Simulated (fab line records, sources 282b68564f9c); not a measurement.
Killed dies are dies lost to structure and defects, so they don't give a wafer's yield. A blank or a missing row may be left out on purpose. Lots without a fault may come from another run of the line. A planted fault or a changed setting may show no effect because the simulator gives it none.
Which tool did it? | flow rit_cmos | 13 lots, 39 wafers sampled, at 3 steps of a route of 202

WHAT THE GAUGES READ, wafer by wafer
RIT_NSD_TW_MEAS_10. Usual: NSD_TW 3126, standard deviation 24.
lot  | measured    | on            | NSD_TW         | flag
L907 | day 3 06:22 | film_metro-01 | 3111 3096 3103 |
L909 | day 3 15:08 | film_metro-03 | 3167 3168 3176 |
L908 | day 3 15:45 | film_metro-02 | 3168 3177 3172 |
L910 | day 4 03:07 | film_metro-02 | 3143 3112 3120 |
L911 | day 4 09:22 | film_metro-02 | 3111 3128 3118 |
L912 | day 4 12:16 | film_metro-02 | 3128 3126 3120 |
L913 | day 4 12:31 | film_metro-01 | 3120 3121 3114 |
L915 | day 5 06:56 | film_metro-01 | 3089 3101 3107 |
L917 | day 5 12:32 | film_metro-03 | 3153 3129 3139 |
L920 | day 6 08:32 | film_metro-01 | 3317 3331 3324 | OFF
L921 | day 6 14:58 | film_metro-03 | 3373 3368 3354 | OFF
L927 | day 7 16:35 | film_metro-02 | 3133 3128 3143 |
L929 | day 8 07:24 | film_metro-01 | 3104 3115 3100 |

RIT_SDANNEAL_RS_MEAS_05: measures by four-point-probe. Usual: NSD_RS 84.61 ohm/sq, standard deviation 0.26.
lot  | measured    | on            | NSD_RS (ohm/sq)   | flag
L907 | day 3 08:33 | film_metro-01 | 84.58 84.53 84.52 |
L909 | day 3 17:11 | film_metro-02 | 84.49 84.43 84.55 |
L908 | day 3 17:55 | film_metro-01 | 84.48 84.66 84.53 |
L910 | day 4 05:11 | film_metro-01 | 84.80 85.35 84.75 |
L911 | day 4 11:38 | film_metro-03 | 84.57 84.29 84.00 |
L912 | day 4 14:20 | film_metro-03 | 84.33 84.42 84.29 |
L913 | day 4 14:35 | film_metro-02 | 84.64 84.46 84.72 |
L915 | day 5 08:57 | film_metro-02 | 84.49 84.88 84.62 |
L917 | day 5 14:43 | film_metro-03 | 84.94 84.71 84.95 |
L920 | day 6 10:34 | film_metro-01 | 81.86 81.86 81.84 | OFF
L921 | day 6 17:02 | film_metro-03 | 81.59 81.34 81.37 | OFF
L927 | day 7 18:51 | film_metro-01 | 84.60 85.08 84.70 |
L929 | day 8 09:34 | film_metro-01 | 84.73 84.76 84.87 |

WHICH TOOL RAN EACH LOT (tool, then ch and the chambers of the sampled wafers, then the start)
lot  | RIT_NSD_IMPLANT_08
L907 | implanter-02 ch 0, day 3 06:04
L909 | implanter-04 ch 0, day 3 14:50
L908 | implanter-01 ch 0, day 3 15:25
L910 | implanter-04 ch 0, day 4 02:48
L911 | implanter-04 ch 0, day 4 09:04
L912 | implanter-02 ch 0, day 4 11:56
L913 | implanter-04 ch 0, day 4 12:13
L915 | implanter-01 ch 0, day 5 06:36
L917 | implanter-01 ch 0, day 5 12:14
L920 | implanter-01 ch 0, day 6 08:13
L921 | implanter-01 ch 0, day 6 14:41
L927 | implanter-02 ch 0, day 7 16:16
L929 | implanter-02 ch 0, day 8 07:05
- RIT_NSD_IMPLANT_08

WHAT THE TOOLS THEMSELVES READ (means of the sampled wafers that have a number; where no wafer has one, the mark that the record gives instead)
RIT_NSD_IMPLANT_08. Usual: beam_energy_keV 25.000, standard deviation 0.0078; dose_ions_cm2 1e+15, standard deviation 1.1e+12.
lot  | tool         | beam_energy_keV | dose_ions_cm2 | flag
L907 | implanter-02 | 24.989          | 1e+15         |
L909 | implanter-04 | 25.004          | 1e+15         |
L908 | implanter-01 | 25.003          | 1e+15         |
L910 | implanter-04 | 25.006          | 1e+15         |
L911 | implanter-04 | 25.001          | 1e+15         |
L912 | implanter-02 | 25.006          | 1e+15         |
L913 | implanter-04 | 24.992          | 1e+15         |
L915 | implanter-01 | 24.991          | 1e+15         |
L917 | implanter-01 | 24.996          | 1e+15         |
L920 | implanter-01 | 32.510          | 1e+15         | OFF
L921 | implanter-01 | 32.492          | 1e+15         | OFF
L927 | implanter-02 | 24.999          | 1e+15         |
L929 | implanter-02 | 25.004          | 1e+15         |

THE ANSWER, worked out from the rows above alone
Rule: a lot is off if the mean of its wafers that have a number lies more than 3 standard deviations from the usual mean. A lot without any number at a reading at which 4 lots or more have one is off too. The other lots that the step has rows for count as sound. The gauges are gone through in route order, then the tools' own readings, and for those a lot's mean is taken as printed above. The first step at which some lot is off is used, and at that step the reading that is off furthest; a lot without a number counts as furthest.
Off: L920, L921, at RIT_NSD_TW_MEAS_10 (NSD_TW).
A tool fits if, at a process step before that reading, it ran every lot that is off, and no sound lot after the first of them. The gauges at RIT_NSD_TW_MEAS_10 aren't tried: what is off there is off at RIT_NSD_IMPLANT_08 too, on other tools, and a gauge's error can't cause that. One fits: implanter-01 at RIT_NSD_IMPLANT_08. Its last sound lot is L917 (day 5 12:14), its first lot that is off L920 (day 6 08:13): a fault that began between those two fits.
The tool's own readings at RIT_NSD_IMPLANT_08 bear it out: on the lots that are off they differ by more than 5 times the standard deviation of the sound lots' means. beam_energy_keV reads 32.501 there against 24.999 on the sound lots.

WHAT THE SIMULATOR HAD PUT IN
Process parameter drift: implanter-01, from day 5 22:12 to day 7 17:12, at RIT_NSD_IMPLANT_08. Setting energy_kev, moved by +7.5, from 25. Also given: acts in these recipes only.
Lots struck among those shown: L920, L921. The rule above found the same.
